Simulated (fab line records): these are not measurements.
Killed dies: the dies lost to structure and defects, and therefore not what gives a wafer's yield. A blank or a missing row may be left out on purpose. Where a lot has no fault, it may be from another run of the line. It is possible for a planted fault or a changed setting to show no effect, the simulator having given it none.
Which tool was responsible? + flow berkeley cmos170 + 42 wafers from 14 lots sampled at 6 of the route's 331 steps

== WHAT THE GAUGES SHOWED, per wafer ==
UCB170_PVT_TW_MEAS_09. Usual: PVT_TW 507, standard deviation 6.2.
| lot  | measured     | on            | PVT_TW      | flag |
|------|--------------|---------------|-------------|------|
| L660 | day 6 22:51  | film metro-03 | 507 506 507 |      |
| L661 | day 6 23:19  | film metro-03 | 510 508 507 |      |
| L664 | day 7 08:31  | film metro-02 | 518 520 520 |      |
| L665 | day 7 22:17  | film metro-01 | 508 508 507 |      |
| L667 | day 8 06:43  | film metro-01 | 501 506 504 |      |
| L670 | day 8 17:21  | film metro-02 | 516 513 515 |      |
| L671 | day 8 17:31  | film metro-01 | 502 502 498 |      |
| L669 | day 8 17:47  | film metro-03 | 503 502 502 |      |
| L674 | day 9 16:49  | film metro-02 | 512 509 510 |      |
| L675 | day 9 17:05  | film metro-01 | 500 502 500 |      |
| L679 | day 10 17:41 | film metro-02 | 514 519 518 |      |
| L677 | day 10 18:20 | film metro-02 | 520 519 518 |      |
| L681 | day 10 18:23 | film metro-01 | 499 498 498 |      |
| L682 | day 11 10:42 | film metro-03 | 503 505 501 |      |

UCB170_GATE_CD_MEAS_12: target cd 350 nm. Usual: cd nm reads 349.8 nm (standard deviation 1.2).
| lot  | measured     | on        | cd nm (nm)        | flag |
|------|--------------|-----------|-------------------|------|
| L660 | day 7 13:29  | cd sem-01 | 349.7 349.7 348.9 |      |
| L661 | day 7 13:35  | cd sem-02 | 350.0 350.5 349.0 |      |
| L664 | day 7 20:26  | cd sem-01 | 352.0 351.6 352.7 |      |
| L665 | day 8 14:07  | cd sem-02 | 348.5 348.7 348.9 |      |
| L667 | day 8 21:46  | cd sem-01 | 352.2 349.6 351.6 |      |
| L670 | day 9 08:34  | cd sem-01 | 351.8 349.9 350.6 |      |
| L671 | day 9 08:49  | cd sem-01 | 347.8 348.4 348.4 |      |
| L669 | day 9 08:50  | cd sem-02 | 350.2 350.2 349.5 |      |
| L674 | day 10 11:40 | cd sem-02 | 352.5 352.5 353.2 |      |
| L675 | day 10 11:56 | cd sem-01 | 350.2 349.9 349.6 |      |
| L679 | day 11 09:53 | cd sem-01 | 347.8 348.6 348.2 |      |
| L677 | day 11 09:47 | cd sem-01 | 350.4 349.4 350.2 |      |
| L681 | day 11 10:13 | cd sem-01 | 349.4 350.0 349.5 |      |
| L682 | day 11 21:30 | cd sem-01 | 348.4 349.1 348.6 |      |

UCB170_PLDD_CD_MEAS_06: target cd 1200 nm. Usual: cd nm reads 1199.6 nm (standard deviation 1.5).
| lot  | measured     | on        | cd nm (nm)           | flag |
|------|--------------|-----------|----------------------|------|
| L660 | day 7 15:12  | cd sem-02 | 1197.8 1198.4 1199.5 |      |
| L661 | day 7 15:28  | cd sem-02 | 1200.3 1202.5 1200.5 |      |
| L664 | day 7 23:19  | cd sem-02 | 1199.1 1199.2 1199.9 |      |
| L665 | day 8 15:53  | cd sem-02 | 1198.5 1200.3 1198.3 |      |
| L667 | day 8 23:28  | cd sem-01 | 1200.8 1202.0 1201.4 |      |
| L670 | day 9 10:20  | cd sem-02 | 1196.3 1195.6 1195.9 |      |
| L671 | day 9 10:34  | cd sem-01 | 1200.0 1199.3 1198.3 |      |
| L669 | day 9 10:49  | cd sem-02 | 1199.9 1200.3 1200.0 |      |
| L674 | day 10 14:20 | cd sem-01 | 1198.6 1200.1 1199.5 |      |
| L675 | day 10 14:43 | cd sem-02 | 1198.8 1200.2 1200.9 |      |
| L679 | day 11 12:30 | cd sem-01 | 1199.5 1199.9 1199.6 |      |
| L677 | day 11 12:10 | cd sem-01 | 1197.8 1199.7 1197.4 |      |
| L681 | day 11 12:43 | cd sem-01 | 1198.1 1199.7 1198.1 |      |
| L682 | day 11 23:47 | cd sem-01 | 1202.6 1199.9 1198.9 |      |

UCB170_PLDD_TW_MEAS_11. Usual: PLDD_TW 1014, standard deviation 11.
| lot  | measured     | on            | PLDD_TW        | flag |
|------|--------------|---------------|----------------|------|
| L660 | day 7 15:44  | film metro-04 | 1019 1016 1009 |      |
| L661 | day 7 16:03  | film metro-02 | 1035 1034 1032 |      |
| L664 | day 7 23:54  | film metro-01 | 1002 1003 1013 |      |
| L665 | day 8 16:26  | film metro-04 | 953 960 961    | OFF  |
| L667 | day 9 00:01  | film metro-02 | 1024 1019 1018 |      |
| L670 | day 9 10:53  | film metro-02 | 1018 1015 1015 |      |
| L671 | day 9 11:07  | film metro-01 | 1002 1001 1002 |      |
| L669 | day 9 11:21  | film metro-04 | 949 952 947    | OFF  |
| L674 | day 10 14:53 | film metro-04 | 1007 1010 1013 |      |
| L675 | day 10 15:14 | film metro-02 | 1029 1027 1026 |      |
| L679 | day 11 13:02 | film metro-01 | 1001 1007 1001 |      |
| L677 | day 11 12:41 | film metro-04 | 1013 1012 1010 |      |
| L681 | day 11 13:16 | film metro-02 | 1030 1030 1028 |      |
| L682 | day 12 00:20 | film metro-02 | 1029 1027 1027 |      |

UCB170_SDANNEAL_RS_MEAS_04: measures by four-point-probe. Usual: PLDD_RS 1030.0 ohm/sq, standard deviation 2.7.
| lot  | measured     | on            | PLDD_RS (ohm/sq)     | flag |
|------|--------------|---------------|----------------------|------|
| L660 | day 8 04:40  | film metro-04 | 1032.0 1032.2 1030.7 |      |
| L661 | day 8 04:31  | film metro-02 | 1035.0 1030.2 1032.9 |      |
| L664 | day 8 14:25  | film metro-02 | 1031.9 1031.8 1032.0 |      |
| L665 | day 9 07:48  | film metro-02 | 1044.0 1045.2 1043.0 | OFF  |
| L667 | day 9 15:06  | film metro-02 | 1030.3 1028.3 1031.8 |      |
| L670 | day 10 01:25 | film metro-02 | 1037.2 1036.0 1035.3 |      |
| L671 | day 10 00:34 | film metro-02 | 1030.4 1029.4 1032.8 |      |
| L669 | day 10 01:07 | film metro-04 | 1046.1 1041.4 1044.3 | OFF  |
| L674 | day 11 03:32 | film metro-02 | 1033.0 1030.9 1029.0 |      |
| L675 | day 11 03:42 | film metro-04 | 1030.5 1030.5 1030.9 |      |
| L679 | day 12 06:34 | film metro-02 | 1029.7 1030.1 1027.6 |      |
| L677 | day 12 05:50 | film metro-01 | 1028.9 1026.8 1030.5 |      |
| L681 | day 12 06:04 | film metro-04 | 1027.6 1027.9 1027.5 |      |
| L682 | day 12 15:14 | film metro-01 | 1026.6 1028.5 1023.5 |      |

== WHAT TOOL EACH LOT RAN ON (gives the tool, then ch and the chambers of the sampled wafers, and finally the start) ==
| lot  | UCB170_PLDD_IMPLANT_08          |
|------|---------------------------------|
| L660 | implanter-01 ch 0, day 7 15:22  |
| L661 | implanter-03 ch 0, day 7 15:41  |
| L664 | implanter-01 ch 0, day 7 23:30  |
| L665 | implanter-01 ch 0, day 8 16:03  |
| L667 | implanter-02 ch 0, day 8 23:37  |
| L670 | implanter-03 ch 0, day 9 10:31  |
| L671 | implanter-02 ch 0, day 9 10:44  |
| L669 | implanter-01 ch 0, day 9 10:58  |
| L674 | implanter-02 ch 0, day 10 14:31 |
| L675 | implanter-03 ch 0, day 10 14:52 |
| L679 | implanter-03 ch 0, day 11 12:40 |
| L677 | implanter-02 ch 0, day 11 12:20 |
| L681 | implanter-02 ch 0, day 11 12:53 |
| L682 | implanter-02 ch 0, day 11 23:56 |
- UCB170_PLDD_IMPLANT_08

== WHAT THE TOOLS THEMSELVES READ (means of the sampled wafers that have a number; where no wafer has one, the mark that the record gives instead) ==
UCB170_PLDD_IMPLANT_08. Usual: beam energy keV 10.000, standard deviation 0.0033; beam on s 10.02 s, standard deviation 0.2; faraday current uA 158, standard deviation 3.2.
| lot  | tool         | beam energy keV | beam on s (s) | faraday current uA | flag |
|------|--------------|-----------------|---------------|--------------------|------|
| L660 | implanter-01 | 10.003          | 9.91          | 160                |      |
| L661 | implanter-03 | 10.003          | 10.04         | 158                |      |
| L664 | implanter-01 | 10.001          | 9.84          | 160                |      |
| L665 | implanter-01 | 6.499           | 14.60         | 109                | OFF  |
| L667 | implanter-02 | 10.002          | 9.87          | 160                |      |
| L670 | implanter-03 | 10.002          | 10.11         | 157                |      |
| L671 | implanter-02 | 9.999           | 10.07         | 157                |      |
| L669 | implanter-01 | 6.498           | 14.94         | 106                | OFF  |
| L674 | implanter-02 | 10.001          | 10.34         | 153                |      |
| L675 | implanter-03 | 10.003          | 9.81          | 162                |      |
| L679 | implanter-03 | 10.002          | 9.86          | 161                |      |
| L677 | implanter-02 | 10.002          | 10.02         | 158                |      |
| L681 | implanter-02 | 10.000          | 10.04         | 158                |      |
| L682 | implanter-02 | 9.993           | 10.09         | 156                |      |

== THE ANSWER, worked out from the rows above alone ==
Rule: a lot counts as off when the mean over its wafers that have a number is more than 3 standard deviations away from the usual mean. A lot without any number at a reading at which 4 lots or more have one is off too. Any other lot the step has rows for is counted as sound. The gauges are gone through in route order, then the tools' own readings, and for those a lot's mean is taken as printed above. The first step at which some lot is off is used, and at that step the reading that is off furthest; a lot without a number counts as furthest.
Off: L665, L669, at UCB170_PLDD_TW_MEAS_11 (PLDD_TW).
A tool fits if, at a process step before that reading, it ran every lot that is off, and no sound lot after the first of them. The gauges at UCB170_PLDD_TW_MEAS_11 aren't tried: what is off there is off at UCB170_PLDD_IMPLANT_08 too, on other tools, and a gauge's error can't cause that. One fits: implanter-01 at UCB170_PLDD_IMPLANT_08. A fault onset in the window from L664 (day 7 23:30, its last sound lot) to L665 (day 8 16:03, its first lot off) fits.
The tool's own readings at UCB170_PLDD_IMPLANT_08 bear it out: on the lots that are off they differ by more than 5 times the standard deviation of the sound lots' means. beam energy keV reads 6.498 there against 10.001 on the sound lots; beam on s reads 14.77 s there against 10.00 s on the sound lots; faraday current uA reads 108 there against 158 on the sound lots.

== WHAT HAD BEEN PUT IN BY THE SIMULATOR ==
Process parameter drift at UCB170_PLDD_IMPLANT_08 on implanter-01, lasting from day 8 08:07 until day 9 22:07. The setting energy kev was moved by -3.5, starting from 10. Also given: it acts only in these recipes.
Lots struck among those shown: L665, L669. The same result came from the rule above.
